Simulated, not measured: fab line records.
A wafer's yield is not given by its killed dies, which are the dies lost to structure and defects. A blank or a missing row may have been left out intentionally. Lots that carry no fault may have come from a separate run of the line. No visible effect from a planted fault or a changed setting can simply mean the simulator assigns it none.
fab line records | flow berkeley_cmos170 | part 1 of 2: steps 1 to 31 of 42
[record] lots = 5 wafers = 15 last_day = 12
route steps=331 shown M1@238 V1@254 M2@271
lots untouched by any fault: they come from a run of this same line in which no faults occurred
start_h: hours from the record's first day to the start of the lot's first wafer shown | wait_h: hours elapsed since this lot's preceding step | " identical to the entry in the row above | L1.1+2: a row that stands for several wafers | - no value present, or no start provided | * or withheld: withheld | < > ~ a bound
route shown NAME@n: a module of which the file shows steps, and the number in the route of the first | usual: the fault-free wafers' mean and standard deviation | same: alike in all rows | chamber/n: place in a boat | sites: per-site readings | _std_site: standard deviation across them | _edge_site: inner sites' mean taken away from outer sites' mean | radius_mm: how far each site lies from the wafer's centre | mask NAME#n: copy n | behind: tool/chamber where the wafer was last shaped | hold: why the lot went on hold/how many hours it stayed there/how the hold came to an end | device: the transistor (n, p or np) that didn't switch | end of line: the route-end tests of the same wafers | a step with no rows: only its recipe | killed: dies lost to structure and defects at the first sort, not the wafer's yield | map: the dies of a wafer, with x for killed, . for not killed, _ for no die there
set.NAME: setting as actually run; set.NAME@STEP: the setting as run at that earlier step | model.NAME: the simulator's own value behind a step, which no gauge read
lots seen at some steps along the route; tables by step, rows by wafer
services: when a tool's chamber went out of use (start_h, in hours from the record's first day, below 0 if earlier), for how many hours, and the reason
[[steps]]
[step UCB170_M1_SPUTTER_00]
[recipe] material = Al target_thk_nm = 600 time_s = 80 power_w = 6000 chamber_pressure_pa = 0.5
[usual] throttle_valve_pct = 29.9/1
// columns lot.wafer tool chamber start_h wait_h throttle_valve_pct
L078.1 pvd_sputter-02 - 195.74 0.0 30.3
L078.3 " - " " 28.9
L078.6 " - " " 31.1
L088.2 pvd_sputter-02 - 237.77 0.0 30.2
L088.3 " - " " 31.1
L088.5 " - " " 31.5
L084.1 pvd_sputter-01 - 238.77 0.0 29.5
L084.3 " - " " 29.1
L084.4 " - " " 28.4
L082.1 pvd_sputter-02 - 240.17 0.0 29.0
L082.3 " - " " 31.5
L082.4 " - " " 30.0
L094.1 pvd_sputter-03 - 278.51 0.0 30.8
L094.2 " - " " 30.7
L094.5 " - " " 30.8
[step UCB170_M1_RS_MEAS_01]
[recipe] thk_meas_gauge = four-point-probe reads = Al_of_M1_SPUTTER_00
[usual] M1_AL_RS = 0.0483/0.0005
// columns lot.wafer tool chamber start_h wait_h M1_AL_RS[ohm/sq]
L078.1 film_metro-03 - 195.81 0.0 0.0484
L078.3 " - " " 0.0483
L078.6 " - " " 0.0485
L088.2 film_metro-04 - 237.85 0.1 0.0484
L088.3 " - " " 0.0481
L088.5 " - " " 0.0482
L084.1 film_metro-03 - 238.83 0.0 0.0479
L084.3 " - " " 0.0475
L084.4 " - " " 0.0481
L082.1 film_metro-03 - 240.23 0.0 0.0481
L082.3 " - " " 0.0482
L082.4 " - " " 0.0484
L094.1 film_metro-04 - 278.58 0.0 0.0477
L094.2 " - " " 0.0482
L094.5 " - " " 0.0476
[step UCB170_M1_THK_MEAS_02]
[recipe] thk_meas_gauge = xrf reads = Al_of_M1_SPUTTER_00
[usual] M1_AL_THK = 597/6.9
// columns lot.wafer tool chamber start_h wait_h M1_AL_THK[nm]
L078.1 film_metro-03 - 195.93 0.1 596
L078.3 " - " " 596
L078.6 " - " " 593
L088.2 film_metro-04 - 237.96 0.1 593
L088.3 " - " " 593
L088.5 " - " " 595
L084.1 film_metro-03 - 238.95 0.1 604
L084.3 " - " " 610
L084.4 " - " " 604
L082.1 film_metro-03 - 240.35 0.1 596
L082.3 " - " " 600
L082.4 " - " " 594
L094.1 film_metro-04 - 278.70 0.1 607
L094.2 " - " " 597
L094.5 " - " " 601
[step UCB170_M1_COAT_03]
[recipe] resist = BARC temp_c = withheld time_s = withheld spin_rpm = 3000 resist_thk_nm = withheld
// columns lot.wafer tool chamber start_h wait_h
L078.1+3+6 litho_track-04 0 196.79 0.9
L088.2+3+5 litho_track-03 0 238.04 0.1
L084.1+3+4 litho_track-04 0 239.68 0.7
L082.1+3+4 litho_track-04 0 240.41 0.1
L094.1+2+5 litho_track-02 0 278.76 0.1
[step UCB170_M1_COAT_04]
[recipe] resist = KrF spin_rpm = 1500 resist_thk_nm = 900
// columns lot.wafer tool chamber start_h wait_h
L078.1+3+6 litho_track-04 0 - -
L088.2+3+5 litho_track-03 0 - -
L084.1+3+4 litho_track-04 0 - -
L082.1+3+4 litho_track-04 0 - -
L094.1+2+5 litho_track-02 0 - -
[step UCB170_M1_SOFTBAKE_05]
[recipe] resist = KrF temp_c = 130 time_s = 60
// columns lot.wafer tool chamber start_h wait_h
L078.1+3+6 litho_track-04 0 - -
L088.2+3+5 litho_track-03 0 - -
L084.1+3+4 litho_track-04 0 - -
L082.1+3+4 litho_track-04 0 - -
L094.1+2+5 litho_track-02 0 - -
[step UCB170_M1_EXPOSE_06]
[recipe] mask_id = METAL1 target_cd_nm = 700 na = 0.5 sigma_outer = 0.6 source_shape = conventional dose_mj = 21
// columns lot.wafer tool chamber start_h wait_h mask
L078.1+3+6 krf_scanner-01 0 197.37 - METAL1#0
L088.2+3+5 krf_scanner-01 0 238.49 - METAL1#0
L084.1+3+4 krf_scanner-01 0 240.25 - METAL1#0
L082.1+3+4 krf_scanner-02 0 240.99 - METAL1#0
L094.1+2+5 krf_scanner-01 0 279.30 - METAL1#0
[step UCB170_M1_PEB_07]
[recipe] peb_temp_c = 130 peb_time_s = withheld resist = KrF
// columns lot.wafer tool chamber start_h wait_h
L078.1+3+6 litho_track-03 0 197.90 0.5
L088.2+3+5 litho_track-03 0 238.61 0.1
L084.1+3+4 litho_track-02 0 240.37 0.1
L082.1+3+4 litho_track-03 0 241.10 0.1
L094.1+2+5 litho_track-03 0 279.41 0.1
[step UCB170_M1_DEVELOP_08]
[recipe] developer = TMAH develop_time_s = 45 resist = KrF dev_temp_c = 21
// columns lot.wafer tool chamber start_h wait_h
L078.1+3+6 litho_track-03 0 - -
L088.2+3+5 litho_track-03 0 - -
L084.1+3+4 litho_track-02 0 - -
L082.1+3+4 litho_track-03 0 - -
L094.1+2+5 litho_track-03 0 - -
[step UCB170_M1_CD_MEAS_09]
[recipe] target_cd_nm = 700
[usual] cd_nm = 700.0/1.4
// columns lot.wafer tool chamber start_h wait_h cd_nm
L078.1 cd_sem-01 - 198.17 - 698.7
L078.3 " - " " 698.5
L078.6 " - " " 699.0
L088.2 cd_sem-01 - 238.88 - 702.8
L088.3 " - " " 700.9
L088.5 " - " " 702.7
L084.1 cd_sem-02 - 241.31 - 700.9
L084.3 " - " " 700.5
L084.4 " - " " 699.8
L082.1 cd_sem-02 - 241.91 - 700.1
L082.3 " - " " 699.9
L082.4 " - " " 699.0
L094.1 cd_sem-02 - 279.69 - 699.3
L094.2 " - " " 700.0
L094.5 " - " " 698.0
[step UCB170_M1_OVL_MEAS_10]
[usual] M1_OVL = 0/5.2
// columns lot.wafer tool chamber start_h wait_h M1_OVL[nm]
L078.1 overlay-02 - 198.29 0.1 1
L078.3 " - " " 1
L078.6 " - " " 5
L088.2 overlay-02 - 238.99 0.1 0
L088.3 " - " " 0
L088.5 " - " " -5
L084.1 overlay-02 - 241.43 0.1 4
L084.3 " - " " -3
L084.4 " - " " -7
L082.1 overlay-02 - 242.03 0.1 1
L082.3 " - " " 0
L082.4 " - " " 4
L094.1 overlay-01 - 279.81 0.1 2
L094.2 " - " " 4
L094.5 " - " " 0
[step UCB170_M1_ETCH_11]
[recipe] chemistry = N2/H2 target_depth_a = withheld overetch_a = withheld target = BARC time_s = withheld source_w = 500 bias_w = 100 pressure_mtorr = 30 n2_flow_sccm = 100 h2_flow_sccm = 200
[usual] drypump_motor_current_A = 5.4/0.35 n2_flow_sccm = 100.01/0.29 oes_product_au = 1.010/0.018 throttle_valve_pct = 13.26/0.19
// columns lot.wafer tool chamber start_h wait_h drypump_motor_current_A n2_flow_sccm oes_product_au throttle_valve_pct
L078.1 rie_diel-03 2 198.33 0.0 5.0 100.26 1.017 13.29
L078.3 " 0 " " 5.4 99.88 1.027 13.29
L078.6 " 3 " " 5.8 100.52 1.002 13.07
L088.2 rie_diel-03 2 239.02 0.0 5.0 100.19 1.015 13.30
L088.3 " 1 " " 5.7 100.03 1.042 13.29
L088.5 " 1 " " 5.7 100.46 1.035 13.30
L084.1 rie_diel-03 2 241.47 0.0 5.0 100.67 1.026 13.29
L084.3 " 3 " " 5.8 100.31 0.997 13.06
L084.4 " 1 " " 5.7 99.92 1.034 13.30
L082.1 rie_diel-01 3 242.07 0.0 4.9 99.82 1.013 13.58
L082.3 " 1 " " 5.6 100.51 0.998 13.10
L082.4 " 0 " " 5.7 99.99 1.002 13.00
L094.1 rie_diel-03 2 279.85 0.0 5.0 100.33 1.005 13.30
L094.2 " 1 " " 5.7 100.26 1.041 13.31
L094.5 " 2 " " 5.0 99.76 1.006 13.31
[step UCB170_M1_METAL_ETCH_12]
[recipe] chemistry = Cl2/BCl3 target = Al stop_on = PSG pressure_mtorr = 12 target_depth_a = 7800 over_etch_frac = 0.3 time_s = 130 icp_w = 600 bias_w = 120 Cl2_flow_sccm = 90 bcl3_flow_sccm = 45
[usual] drypump_motor_current_A = 5.8/0.33 oes_product_au = 0.842/0.011 throttle_valve_pct = 24.39/0.28
[same] over_etch_frac = 0.3
// columns lot.wafer tool chamber start_h wait_h drypump_motor_current_A oes_product_au rf_hours_counter_h throttle_valve_pct
L078.1 rie_metal-03 1 198.37 - 5.8 0.829 9.4 24.50
L078.3 " 1 " " 5.9 0.829 - 24.51
L078.6 " 1 " " 5.8 0.822 - 24.50
L088.2 rie_metal-04 1 239.06 - 6.0 0.849 8.2 24.15
L088.3 " 1 " " 6.0 0.847 - 24.14
L088.5 " 0 " " 5.9 0.844 - 24.38
L084.1 rie_metal-04 0 241.51 - 5.9 0.851 6.7 24.37
L084.3 " 1 " " 6.0 0.850 - 24.14
L084.4 " 0 " " 5.9 0.851 - 24.39
L082.1 rie_metal-01 0 242.11 - 5.9 0.831 5.3 24.64
L082.3 " 1 " " 4.9 0.839 - 23.83
L082.4 " 0 " " 5.9 0.828 - 24.62
L094.1 rie_metal-04 1 279.89 - 6.0 0.859 9.4 24.15
L094.2 " 0 " " 5.9 0.855 7.8 24.37
L094.5 " 0 " " 5.9 0.851 - 24.39
[step UCB170_M1_STRIP_13]
[recipe] chemistry = O2 power_w = 400 pressure_mtorr = 3500 platen_temp_c = withheld o2_flow_sccm = 400 overash_fraction = 0.5
[usual] drypump_motor_current_A = 5.8/0.4 oes_product_au = 0.720/0.0047
// columns lot.wafer tool chamber start_h wait_h drypump_motor_current_A oes_product_au rf_hours_counter_h
L078.1 plasma_asher-03 0 198.50 0.1 5.8 0.716 42
L078.3 " 0 " " 5.8 0.719 -
L078.6 " 0 " " 5.8 0.712 -
L088.2 plasma_asher-04 0 239.19 0.1 5.8 0.715 49
L088.3 " 0 " " 5.8 0.725 -
L088.5 " 0 " " 5.8 0.727 -
L084.1 plasma_asher-02 0 241.69 0.1 6.5 0.726 15
L084.3 " 1 " " 5.7 0.726 -
L084.4 " 0 " " 6.5 0.714 -
L082.1 plasma_asher-04 1 242.25 0.1 5.7 0.714 50
L082.3 " 1 " " 5.6 0.718 -
L082.4 " 0 " " 5.8 0.719 -
L094.1 plasma_asher-02 1 280.02 0.1 5.7 0.724 20
L094.2 " 0 " " 6.5 0.722 20
L094.5 " 1 " " 5.7 0.718 -
[step UCB170_M1_CD_MEAS_90]
[recipe] target_cd_nm = 700
[usual] cd_nm = 698.4/2.7
// columns lot.wafer tool chamber start_h wait_h cd_nm
L078.1 cd_sem-02 - 198.60 0.1 694.9
L078.3 " - " " 693.6
L078.6 " - " " 693.8
L088.2 cd_sem-02 - 239.35 0.1 706.7
L088.3 " - " " 702.2
L088.5 " - " " 701.7
L084.1 cd_sem-02 - 242.27 0.6 696.6
L084.3 " - " " 699.5
L084.4 " - " " 694.7
L082.1 cd_sem-02 - 242.39 0.1 696.3
L082.3 " - " " 696.5
L082.4 " - " " 696.3
L094.1 cd_sem-02 - 280.12 0.1 700.1
L094.2 " - " " 693.9
L094.5 " - " " 697.4
[step UCB170_M1_ANNEAL_14]
[recipe] temp_c = 400 time_s = 1200 ambient = forming_gas
[usual] spike_tc_load_C = 415.8/1
// columns lot.wafer tool chamber start_h wait_h spike_tc_load_C
L078.1 furnace-03 0 198.72 0.1 416.1
L078.3 " 0 " " 416.9
L078.6 " 0 " " 416.1
L088.2 furnace-03 0 239.45 0.1 416.9
L088.3 " 0 " " 415.5
L088.5 " 0 " " 414.8
L082.1 furnace-03 0 243.61 1.2 415.3
L082.3 " 0 " " 413.6
L082.4 " 0 " " 416.3
L084.1 furnace-03 0 243.61 1.3 417.1
L084.3 " 0 " " 414.8
L084.4 " 0 " " 416.9
L094.1 furnace-03 0 280.24 0.1 416.1
L094.2 " 0 " " 414.6
L094.5 " 0 " " 414.6
[step UCB170_V1_CVD_00]
[recipe] material = SiO2 target_thk_nm = 2000 temp_c = 390 precursor = TEOS/O2 time_s = 250 rf_w = 550 pressure_mtorr = 9000
[usual] heater_power_w = 260/64
// columns lot.wafer tool chamber start_h wait_h heater_power_w
L078.1 pecvd-03 2 200.06 0.0 298
L078.3 " 0 " " 368
L078.6 " 2 " " 250
L088.2 pecvd-03 2 240.79 0.0 314
L088.3 " 1 " " 231
L088.5 " 1 " " 169
L084.1 pecvd-02 0 244.94 0.0 228
L084.3 " 1 " " 323
L084.4 " 2 " " 278
L082.1 pecvd-02 0 245.10 0.2 227
L082.3 " 1 " " 351
L082.4 " 2 " " 269
L094.1 pecvd-02 2 281.58 0.0 216
L094.2 " 0 " " 248
L094.5 " 0 " " 167
[step UCB170_V1_THK_MEAS_01]
[recipe] reads = SiO2_of_V1_CVD_00
[usual] V1_TEOS_THK = 1986/25
// columns lot.wafer tool chamber start_h wait_h V1_TEOS_THK[nm]
L078.1 film_metro-04 - 200.21 0.1 1960
L078.3 " - " " 1944
L078.6 " - " " 1996
L088.2 film_metro-01 - 240.95 0.1 1981
L088.3 " - " " 2011
L088.5 " - " " 2027
L084.1 film_metro-02 - 245.10 0.1 1945
L084.3 " - " " 1944
L084.4 " - " " 2003
L082.1 film_metro-01 - 245.25 0.1 1994
L082.3 " - " " 1989
L082.4 " - " " 2050
L094.1 film_metro-02 - 281.73 0.1 1955
L094.2 " - " " 1963
L094.5 " - " " 1981
[step UCB170_V1_CMP_02]
[recipe] material = SiO2 down_force_psi = 6 platen_rpm = 60 pad_velocity_m_s = 0.75398
[usual] head_pressure_psi = 6.001/0.013 motor_current_A = 16.3/1.6
// columns lot.wafer tool chamber start_h wait_h head_pressure_psi motor_current_A
L078.1 cmp-02 1 200.27 0.1 6.007 14.0
L078.3 " 0 " " 6.005 17.0
L078.6 " 2 " " 6.015 18.8
L088.3 cmp-02 1 241.00 0.0 5.987 14.0
L088.2 " 3 " " 6.026 15.3
L088.5 " 1 " " 5.995 13.8
L084.1 cmp-02 0 245.21 0.1 5.981 17.2
L084.4 " 1 " " 6.008 14.0
L084.3 " 2 " " 5.990 18.5
L082.1 cmp-01 0 245.31 0.1 6.012 15.5
L082.3 " 2 " " 5.991 16.1
L082.4 " 3 " " 6.001 16.0
L094.1 cmp-02 2 281.84 0.1 5.992 18.2
L094.2 " 0 " " 6.001 17.1
L094.5 " 1 " " 5.994 14.2
[step UCB170_V1_BOW_MEAS_03]
[recipe] mode = bow
[usual] V1_BOW = 19/6.8
// columns lot.wafer tool chamber start_h wait_h V1_BOW[um]
L078.1 film_metro-01 - 200.57 0.2 14
L078.3 " - " " 21
L078.6 " - " " 19
L088.2 film_metro-04 - 241.32 0.2 16
L088.3 " - " " 18
L088.5 " - " " 18
L084.1 film_metro-02 - 245.46 0.2 20
L084.3 " - " " 16
L084.4 " - " " 15
L082.1 film_metro-04 - 245.61 0.2 27
L082.3 " - " " 27
L082.4 " - " " 17
L094.1 film_metro-01 - 282.09 0.2 11
L094.2 " - " " 18
L094.5 " - " " 23
[step UCB170_V1_THK_MEAS_04]
[recipe] reads = SiO2_of_V1_CVD_00
[usual] V1_POLISHED_THK = 1000.4/1.2
// columns lot.wafer tool chamber start_h wait_h V1_POLISHED_THK[nm]
L078.1 film_metro-01 - 200.69 0.1 1000.6
L078.3 " - " " 1002.7
L078.6 " - " " 1001.6
L088.2 film_metro-04 - 241.43 0.1 999.1
L088.3 " - " " 1001.1
L088.5 " - " " 1000.2
L084.1 film_metro-02 - 245.58 0.1 1001.4
L084.3 " - " " 1000.0
L084.4 " - " " 999.6
L082.1 film_metro-04 - 245.73 0.1 1000.9
L082.3 " - " " 1000.0
L082.4 " - " " 999.7
L094.1 film_metro-01 - 282.21 0.1 999.5
L094.2 " - " " 1002.1
L094.5 " - " " 999.5
[step UCB170_V1_CLEAN_05]
[recipe] chemistry = DIW
// columns lot.wafer tool chamber start_h wait_h
L078.1+3+6 wet_bench-01 0 200.75 0.1
L088.2+3+5 wet_bench-02 2 241.48 0.0
L082.1+3+4 wet_bench-02 2 246.59 0.8
L084.1+3+4 wet_bench-02 2 246.59 1.0
L094.1+2+5 wet_bench-01 2 283.81 1.6
[step UCB170_V1_HMDS_06]
[recipe] prime_time_s = 60 prime_temp_c = 100
// columns lot.wafer tool chamber start_h wait_h
L078.1+3+6 litho_track-01 0 201.89 1.0
L088.2+3+5 litho_track-03 0 241.68 0.0
L082.1+3+4 litho_track-03 0 246.78 0.0
L084.1+3+4 litho_track-01 0 247.03 0.3
L094.1+2+5 litho_track-01 0 283.98 0.0
[step UCB170_V1_COAT_07]
[recipe] resist = KrF spin_rpm = 1500 resist_thk_nm = 900
// columns lot.wafer tool chamber start_h wait_h
L078.1+3+6 litho_track-01 0 202.04 0.1
L088.2+3+5 litho_track-03 0 241.83 0.1
L082.1+3+4 litho_track-03 0 246.93 0.1
L084.1+3+4 litho_track-01 0 247.18 0.1
L094.1+2+5 litho_track-01 0 284.13 0.1
[step UCB170_V1_SOFTBAKE_08]
[recipe] resist = KrF temp_c = 130 time_s = 60
// columns lot.wafer tool chamber start_h wait_h
L078.1+3+6 litho_track-01 0 202.19 0.1
L088.2+3+5 litho_track-03 0 241.98 0.1
L082.1+3+4 litho_track-03 0 247.08 0.1
L084.1+3+4 litho_track-01 0 247.33 0.1
L094.1+2+5 litho_track-01 0 284.28 0.1
[step UCB170_V1_EXPOSE_09]
[recipe] mask_id = VIA1 target_cd_nm = 700 na = 0.5 sigma_outer = 0.6 source_shape = conventional dose_mj = 37
// columns lot.wafer tool chamber start_h wait_h mask
L078.1+3+6 krf_scanner-02 0 202.47 0.2 VIA1#0
L088.2+3+5 krf_scanner-02 0 242.13 0.1 VIA1#0
L082.1+3+4 krf_scanner-01 0 - - VIA1#0
L084.1+3+4 krf_scanner-02 0 247.67 0.3 VIA1#0
L094.1+2+5 krf_scanner-02 0 284.56 0.2 VIA1#0
[step UCB170_V1_PEB_10]
[recipe] peb_temp_c = 130 peb_time_s = withheld resist = KrF
// columns lot.wafer tool chamber start_h wait_h
L078.1+3+6 litho_track-03 0 202.59 0.1
L088.2+3+5 litho_track-01 0 242.26 0.1
L082.1+3+4 litho_track-01 0 - -
L084.1+3+4 litho_track-03 0 248.58 0.9
L094.1+2+5 litho_track-02 0 284.86 0.3
[step UCB170_V1_DEVELOP_11]
[recipe] developer = TMAH develop_time_s = 45 resist = KrF dev_temp_c = 21
// columns lot.wafer tool chamber start_h wait_h
L078.1+3+6 litho_track-03 0 - -
L088.2+3+5 litho_track-01 0 - -
L082.1+3+4 litho_track-01 0 - -
L084.1+3+4 litho_track-03 0 - -
L094.1+2+5 litho_track-02 0 - -
[step UCB170_V1_CD_MEAS_12]
[recipe] target_cd_nm = 700
[usual] cd_nm = 699.9/1.6
// columns lot.wafer tool chamber start_h wait_h cd_nm
L078.1 cd_sem-01 - 202.86 - 701.3
L078.3 " - " " 701.5
L078.6 " - " " 702.2
L088.2 cd_sem-01 - 242.53 - 701.5
L088.3 " - " " 701.2
L088.5 " - " " 702.5
L082.1 cd_sem-02 - 248.75 - 700.0
L082.3 " - " " 699.2
L082.4 " - " " 698.8
L084.1 cd_sem-01 - 248.86 - 699.3
L084.3 " - " " 698.9
L084.4 " - " " 699.8
L094.1 cd_sem-01 - 285.13 - 699.4
L094.2 " - " " 698.5
L094.5 " - " " 699.2
[step UCB170_V1_OVL_MEAS_13]
[usual] V1_OVL = -1/5.8
// columns lot.wafer tool chamber start_h wait_h V1_OVL[nm]
L078.1 overlay-02 - 202.98 0.1 -5
L078.3 " - " " 2
L078.6 " - " " -4
L088.2 overlay-02 - 242.63 0.1 0
L088.3 " - " " 8
L088.5 " - " " 5
L082.1 overlay-02 - 248.87 0.1 -2
L082.3 " - " " -7
L082.4 " - " " -7
L084.1 overlay-02 - 248.98 0.1 -1
L084.3 " - " " 2
L084.4 " - " " 0
L094.1 overlay-02 - 285.25 0.1 -1
L094.2 " - " " 3
L094.5 " - " " 3
[step UCB170_V1_ETCH_14]
[recipe] chemistry = CHF3/CF4/Ar target = SiO2 stop_on = Al CHF3_flow_sccm = 45 cf4_flow_sccm = 15 Ar_flow_sccm = 150 pressure_mtorr = 200 rf_w = 700 target_depth_a = 12500 over_etch_frac = 0.25 time_s = 291
[usual] drypump_motor_current_A = 5.6/0.42 oes_product_au = 0.877/0.012 throttle_valve_pct = 6.94/0.16
[same] over_etch_frac = 0.25
// columns lot.wafer tool chamber start_h wait_h drypump_motor_current_A oes_product_au rf_hours_counter_h throttle_valve_pct
L078.1 rie_diel-01 0 203.02 0.0 5.7 0.868 112 6.81
L078.3 " 1 " " 5.5 0.889 87 6.77
L078.6 " 0 " " 5.7 0.875 - 6.83
L088.2 rie_diel-03 2 242.66 0.0 5.0 0.890 12 6.92
L088.3 " 1 " " 5.7 0.886 120 6.99
L088.5 " 2 " " 5.0 0.882 - 6.91
L082.1 rie_diel-04 2 248.91 0.0 6.5 0.866 33 7.22
L082.3 " 1 " " 5.6 0.876 24 6.91
L082.4 " 3 " " 5.7 0.880 12 7.13
L084.1 rie_diel-03 3 249.02 0.0 5.8 0.846 64 6.78
L084.3 " 0 " " 5.4 0.885 5 6.95
L084.4 " 2 " " 5.0 0.887 12 6.93
L094.1 rie_diel-04 0 285.29 0.0 5.5 0.879 6 6.69
L094.2 " 3 " " 5.7 0.891 14 7.13
L094.5 " 3 " " 5.7 0.884 - 7.15
